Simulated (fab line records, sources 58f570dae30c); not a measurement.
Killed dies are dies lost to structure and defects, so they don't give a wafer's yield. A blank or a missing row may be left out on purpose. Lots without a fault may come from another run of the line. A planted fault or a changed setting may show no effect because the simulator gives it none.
A struck lot beside a sound one | flow berkeley_cmos170 | 15 steps out of a route of 331
Sound: wafers L797.3, L797.4, L797.6. Struck: wafers L809.1, L809.4, L809.6. The cause comes at the end.
At each step with rows: each side's tool, then ch and its chambers, then its first start. Under that, the readings that differ: sound wafers | struck wafers | difference of the means | sigmas: that difference in standard deviations of wafers without a fault.
alike: readings whose means differ by less than 2 such deviations, and words and numbers that are the same on both sides. not compared: withheld readings, readings that some wafer has no value for, bounds like >300 that may hide the same value, and numbers for which the record gives no deviation and whose values overlap.
The two part at a step that has a row with sigmas, a row that says differs or no value, or rows on one side only. Numbers that don't overlap but have no deviation are shown without sigmas and don't part them. A reading that every wafer of one side lacks parts them only if that side has two wafers or more.

first, 2 steps without rows for these wafers: UCB170_GATE_PEB_10; UCB170_GATE_DEVELOP_11 (develop time 45 s).
UCB170_GATE_CD_MEAS_12: target cd 350 nm.
  sound on cd_sem-01, day 7 10:20; struck on cd_sem-02, day 10 10:50
  alike: cd_nm
UCB170_GATE_OVL_MEAS_13:
  sound on overlay-01, day 7 10:26; struck on overlay-02, day 10 10:57
  alike: GATE_OVL
UCB170_GATE_ETCH_14: etches BARC in N2/H2.
  sound on rie_diel-02 ch 0,2, day 7 10:27; struck on rie_diel-03 ch 1,2,3, day 10 10:59
  alike: drypump_motor_current_A, oes_product_au, throttle_valve_pct
UCB170_GATE_ETCH_15: etches poly-Si in HBr/Cl2, stops on SiO2, time 56.3 s, target depth 278.2 nm.
  sound on rie_si-01 ch 1,2,3, day 7 10:30; struck on rie_si-02 ch 0,1, day 10 11:02
  reading                     | sound       | struck      | difference | sigmas
  drypump_motor_current_A (A) | 5.5 4.7 5.1 | 6.4 6.3 5.3 | +0.9       | +2
  alike: oes_product_au, throttle_valve_pct
  not compared: rf_hours_counter_h
UCB170_GATE_STRIP_16: strips in O2.
  sound on plasma_asher-02 ch 0,1, day 7 10:35; struck on plasma_asher-02 ch 0,1, day 10 11:05
  alike: drypump_motor_current_A, oes_product_au
  not compared: rf_hours_counter_h
UCB170_GATE_CD_MEAS_90: target cd 350 nm.
  sound on cd_sem-01, day 7 10:41; struck on cd_sem-02, day 10 11:11
  alike: cd_nm
then, 4 steps without rows for these wafers: UCB170_GATE_CLEAN_17 (cleans in SPM, time 600 s); UCB170_PLDD_HMDS_00 (prime time 60 s); UCB170_PLDD_COAT_01 (resist thk 900 nm); UCB170_PLDD_SOFTBAKE_02 (time 60 s).
UCB170_PLDD_EXPOSE_03: exposes mask PSELECT, target cd 1200 nm.
  sound on krf_scanner-02 ch 0, day 7 11:37; struck on krf_scanner-02 ch 0, day 10 12:06
  reading              | sound                | struck               | difference | sigmas
  exposure_dose_mJ_cm2 | 29.972 29.994 29.962 | 29.793 29.721 29.780 | -0.211     | -7
  alike: mask, stage_vel_mm_s
then, 1 step without rows for these wafers: UCB170_PLDD_PEB_04.
UCB170_M3_PROBE_99:
  the record has rows for the struck wafers here (prober-01, day 12 10:08) and none for the sound ones

WHERE THEY PART
First at UCB170_GATE_ETCH_15; last, within this record, at UCB170_M3_PROBE_99.

WHY: what the simulator had put in
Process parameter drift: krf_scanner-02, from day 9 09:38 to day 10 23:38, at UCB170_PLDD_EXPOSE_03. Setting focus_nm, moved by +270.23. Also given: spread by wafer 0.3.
